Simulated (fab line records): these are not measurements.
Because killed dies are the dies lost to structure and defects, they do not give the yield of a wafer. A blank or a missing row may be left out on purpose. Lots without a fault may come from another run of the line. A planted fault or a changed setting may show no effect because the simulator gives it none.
8D (eight disciplines) problem report, filled in by code || flow berkeley_cmos170 || the parts of the form that need people (team, actions taken, sign-off) are left out

== 1. WHAT IS WRONG ==
Mean of heater_power_total_W at UCB170_NVT_SOFTBAKE_02: 60.50 W across 6 wafers in 2 lots; on wafers with no fault it is 56.80 W (standard deviation 0.048). Relative to the usual mean, that is a shift of +77 standard deviations.
The step: time 60 s.
Earliest sighting: wafer L572.3 on litho_track-03 at day 9 15:29. The record has a number at this step for 42 wafers belonging to 14 lots. The rule behind "out" and "out of limits": a value lying over 4 standard deviations away from the usual mean. Any other wafer with a number is counted as sound.

== 2. WHAT IT IS, AND WHAT IT ISN'T ==
{"question": "which readings at this step", "is": "heater_power_total_W, run_length_s", "is not": "-"}
{"question": "which lots", "is": "L572, L575", "is not": "L559, L561, L564, L566, L567, L569, L571, L574, L578, L579, L580, L581"}
{"question": "which wafers of those lots", "is": "all that have a number", "is not": "-"}
{"question": "read on which tools", "is": "litho_track-03", "is not": "litho_track-01, litho_track-02"}
{"question": "when", "is": "from day 9 15:29", "is not": "up to then (21 sound wafers); but 15 sound wafers of L574, L578, L579, L580, L581 came after"}

== 3. WHAT RULES OUT EACH SUSPECT ==
Counting: any tool at a process step up to the reading is kept as a suspect provided that every lot that is out went through it and no sound lot did after the first of them.
- litho_track-03 at UCB170_NVT_SOFTBAKE_02 (time 60 s): kept. It ran every lot that is out, first L572 (day 9 15:29), and no sound lot after that; its last sound lot up to then is L566 (day 8 03:06). On those wafers its own readings are out: heater_power_total_W, run_length_s.
Left after counting: litho_track-03 at UCB170_NVT_SOFTBAKE_02.

== 4. THE CAUSE (what the simulator had put in) ==
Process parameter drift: litho_track-03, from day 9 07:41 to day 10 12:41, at UCB170_NVT_SOFTBAKE_02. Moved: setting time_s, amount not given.
The count eliminated every tool but this one.

== 5. THE EFFECT CHAIN, in route order ==
Rows list readings where the struck wafers' mean (over those with a number) sits beyond 3 standard deviations from the usual. Only readings whose record carries a usual standard deviation are examined. hours: median over the lots of the time between each lot's start at the first step of this table that gives one and its start at this step. sigmas: the change, counted in usual standard deviations.
{"hours": 0, "step": "UCB170_NVT_SOFTBAKE_02", "reading": "heater_power_total_W", "usual": "56.80 W", "on struck wafers": 60.50, "change": "+3.70", "sigmas": "+77"}
{"hours": 0, "step": "UCB170_NVT_SOFTBAKE_02", "reading": "run_length_s", "usual": "89.01 s", "on struck wafers": 76.81, "change": -12.20, "sigmas": -58}
The process steps in it:
- UCB170_NVT_SOFTBAKE_02: time 60 s.

== 6. HOW IT WOULD HAVE BEEN CAUGHT EARLIER ==
The fault began at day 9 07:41; the first out-of-limits reading in this record came at day 9 15:29, 8 hours later.
